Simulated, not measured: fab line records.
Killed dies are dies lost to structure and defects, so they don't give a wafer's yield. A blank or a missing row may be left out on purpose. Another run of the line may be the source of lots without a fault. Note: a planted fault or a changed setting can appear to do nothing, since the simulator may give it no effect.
Which tool did it? || flow ritCmos || 7 lots with 21 wafers sampled at 2 steps, on a route of 202 steps

WHAT THE GAUGES READ, wafer by wafer
RIT_FOX2_THK_MEAS_01.
{"lot": "L135", "measured": "day 2 16:10", "on": "filmMetro-01", "FOX2_OXIDE_THK (nm)": "346 350 351"}
{"lot": "L137", "measured": "day 3 01:05", "on": "filmMetro-03", "FOX2_OXIDE_THK (nm)": "343 340 349"}
{"lot": "L140", "measured": "day 3 17:40", "on": "filmMetro-02", "FOX2_OXIDE_THK (nm)": "348 348 345"}
{"lot": "L142", "measured": "day 4 05:04", "on": "filmMetro-01", "FOX2_OXIDE_THK (nm)": "346 350 352"}
{"lot": "L148", "measured": "day 5 08:26", "on": "filmMetro-03", "FOX2_OXIDE_THK (nm)": "304 301 303"}
{"lot": "L151", "measured": "day 5 23:01", "on": "filmMetro-03", "FOX2_OXIDE_THK (nm)": "365 355 353"}
{"lot": "L154", "measured": "day 6 14:59", "on": "filmMetro-02", "FOX2_OXIDE_THK (nm)": "350 352 353"}

EACH LOT AND THE TOOL THAT RAN IT (in order: tool; ch and the chambers of the sampled wafers; start)
{"lot": "L135", "RIT_FOX2_OXIDATION_00": "furnace-01 ch 0, day 2 14:51"}
{"lot": "L137", "RIT_FOX2_OXIDATION_00": "furnace-01 ch 0, day 2 23:44"}
{"lot": "L140", "RIT_FOX2_OXIDATION_00": "furnace-02 ch 0, day 3 16:20"}
{"lot": "L142", "RIT_FOX2_OXIDATION_00": "furnace-01 ch 0, day 4 03:44"}
{"lot": "L148", "RIT_FOX2_OXIDATION_00": "furnace-01 ch 0, day 5 07:07"}
{"lot": "L151", "RIT_FOX2_OXIDATION_00": "furnace-02 ch 0, day 5 21:41"}
{"lot": "L154", "RIT_FOX2_OXIDATION_00": "furnace-02 ch 0, day 6 13:40"}
- RIT_FOX2_OXIDATION_00: target thk 350.7 nm, ox time 1130 s.

THE ANSWER, worked out from the rows above alone
Rule: what is usual is taken from the lots themselves. The widest of any qualifying gaps counts: lots, ordered by their means at a reading, are off when they make up no more than a third of the lots, leave a main group of 4 or more, and stand apart from it by 3 or more times the standard deviation of that group's means. A main group whose means are all the same, to the digits that the tables above print for the reading, isn't used. Also off: a lot with no number at a reading for which 4 or more lots have one. Where the step has rows for the other lots, those lots are counted as sound.
Off: at RIT_FOX2_THK_MEAS_01 (FOX2_OXIDE_THK), L148. The main group: mean 350 nm, standard deviation 4.2.
If a tool, at a process step before that reading, ran all the lots that are off and no sound lot after the first of them, it fits. Those tools and the gauges at RIT_FOX2_THK_MEAS_01 are tried in the same way. One candidate fits, namely furnace-01 at RIT_FOX2_OXIDATION_00. Its last sound lot is L142 (day 4 03:44), its first lot that is off L148 (day 5 07:07): a fault that began between those two fits.

WHAT THE SIMULATOR PUT IN
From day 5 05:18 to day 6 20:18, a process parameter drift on furnace-01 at RIT_FOX2_OXIDATION_00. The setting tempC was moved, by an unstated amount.
Shown lots that were struck: L148. The rule given above showed the same thing.
